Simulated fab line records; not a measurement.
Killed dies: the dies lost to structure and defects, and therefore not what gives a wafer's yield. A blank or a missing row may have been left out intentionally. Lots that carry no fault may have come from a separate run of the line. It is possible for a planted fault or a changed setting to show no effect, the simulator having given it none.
A lot that was struck, set against a sound lot | flow rit cmos | 27 steps out of a route of 202
Sound: these wafers, L733.1, L733.2, L733.5. Struck: wafer L744.1 (L744.2, L744.3, from the same lot, were not struck and are left out); the cause is given at the end.
At each step with rows: each side's tool, then ch and its chambers, then its first start. Under that, the readings that differ: sound wafers | struck wafers | difference of the means | sigmas: that difference in standard deviations of wafers without a fault.
alike: same words and numbers on both sides, and readings whose means sit less than 2 such deviations apart. not compared: any withheld reading, any reading some wafer has no value for, any bound like >300 that may hide the same value, and any number with overlapping values for which the record gives no deviation.
A row with sigmas, a row that says differs or no value, or rows on one side alone: a step with any of these is where the two part. Non-overlapping numbers with no deviation appear without sigmas and do not part them. A reading that every wafer of one side lacks parts them only if that side has two wafers or more.

first, 4 steps without rows for these wafers: RIT_CONTACT_SOFTBAKE_04 (time 60 s); RIT_CONTACT_EXPOSE_05 (exposes mask M11, target cd 1000 nm); RIT_CONTACT_PEB_06; RIT_CONTACT_DEVELOP_07 (develop time 120 s).
RIT_CONTACT_CD_MEAS_08: target cd 1000 nm.
  struck on cd sem-02, day 5 12:19; sound on cd sem-02, day 3 02:52
  alike: cd nm
RIT_CONTACT_OVL_MEAS_09:
  struck on overlay-01, day 5 12:26; sound on overlay-02, day 3 02:59
  alike: CONTACT_OVL
then, 1 step without rows for these wafers: RIT_CONTACT_HARDBAKE_10 (time 60 s).
RIT_CONTACT_ETCH_11: etches SiO2 in CHF3/CF4/Ar, stops on TiSi2, target depth 480 nm, time 320 s.
  sound on rie diel-02 ch 0,2,3, day 3 03:13; struck on rie diel-01 ch 1, day 5 12:37
  alike: cf4 flow sccm, drypump motor current A, oes product au, throttle valve pct
  not compared: rf hours counter h
RIT_CONTACT_STRIP_12: strips in O2, time 180 s.
  sound on plasma asher-03 ch 0,1, day 3 03:25; struck on plasma asher-04 ch 1, day 5 12:49
  alike: drypump motor current A
  not compared: rf hours counter h
RIT_CONTACT_CD_MEAS_90: target cd 1000 nm.
  struck on cd sem-01, day 5 12:59; sound on cd sem-01, day 3 03:35
  alike: cd nm
then, 2 steps without rows for these wafers: RIT_CONTACT_CLEAN_13 (cleans in SC1, time 600 s); RIT_CONTACT_CLEAN_14 (cleans in SC2, time 600 s).
RIT_M1_SPUTTER_00: material Al, target thk 400 nm, time 500 s.
  struck on pvd sputter-04, day 5 13:28; sound on pvd sputter-01, day 3 04:04
  reading                               | sound                | struck | difference | sigmas
  cathode dc power W (W)                | 1999.7 2000.2 1999.7 | 1856.5 | -143.4     | -99 or more
  throttle valve pct (%)                | 29.8 32.4 32.5       | 29.0   | -2.6       | -2
  model.Al_of_M1_SPUTTER_00.thk nm (nm) | 406.8 407.5 406.8    | 368.8  | -38.2      |
RIT_M1_RS_MEAS_01: uses a four-point probe to measure.
  struck on film metro-01, day 5 13:45; sound on film metro-01, day 3 04:40
  reading           | sound                | struck | difference | sigmas
  M1_AL_RS (ohm/sq) | 0.0722 0.0720 0.0722 | 0.0797 | +0.0076    | +10
RIT_M1_THK_MEAS_02: measures by xrf.
  struck on film metro-01, day 5 13:52; sound on film metro-01, day 3 04:47
  reading        | sound       | struck | difference | sigmas
  M1_AL_THK (nm) | 401 407 402 | 368    | -35        | -7
then, 6 steps without rows for these wafers: RIT_M1_HMDS_03 (prime time 60 s); RIT_M1_COAT_04 (resist thk 1322 nm); RIT_M1_SOFTBAKE_05 (time 60 s); RIT_M1_EXPOSE_06 (exposes mask M12, target cd 2600 nm); RIT_M1_PEB_07; RIT_M1_DEVELOP_08 (develop time 68 s).
RIT_M1_CD_MEAS_09: target cd 2600 nm.
  struck on cd sem-01, day 5 15:09; sound on cd sem-02, day 3 05:51
  alike: cd nm
RIT_M1_OVL_MEAS_10:
  struck on overlay-02, day 5 15:16; sound on overlay-02, day 3 05:58
  alike: M1_OVL
then, 1 step without rows for these wafers: RIT_M1_HARDBAKE_11 (time 120 s).
RIT_M1_METAL_ETCH_12: etches Al in Cl2/BCl3, stops on SiO2, time 165 s, target depth 600 nm.
  sound on rie metal-03 ch 0,1, day 3 06:15; struck on rie metal-04 ch 0, day 5 15:33
  reading               | sound             | struck | difference | sigmas
  oes product au (a.u.) | 0.814 0.786 0.804 | 0.735  | -0.066     | -5
  alike: bcl3 flow sccm, drypump motor current A, throttle valve pct
  not compared: rf hours counter h
then, 1 step without rows for these wafers: RIT_M1_STRIP_13 (strips in nmp, time 600 s).
RIT_M1_PROBE_99:
  struck on prober-02, day 5 17:49; sound on prober-01, day 3 08:31
  reading                  | sound                   | struck  | difference | sigmas
  sort_bin_3_pad_short (%) | 0 0 0                   | 0.4     | +0.4       | +2
  model.etest.m1.rs ohm sq | 0.07204 0.07044 0.07132 | 0.07906 | +0.00779   |
  alike: defect limited yield, killed at contacts, killed at front end, killed dies, killed on rim, killed open, killed short, sort_bin_5_function, sort_bin_6_memory, sort n pass, sort yield pct

== WHERE THEY PART ==
First at RIT_M1_SPUTTER_00; last, within this record, at RIT_M1_PROBE_99.

WHY: what had been put in by the simulator
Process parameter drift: pvd sputter-04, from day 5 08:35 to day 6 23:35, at RIT_M1_SPUTTER_00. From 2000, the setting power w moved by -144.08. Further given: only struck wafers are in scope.
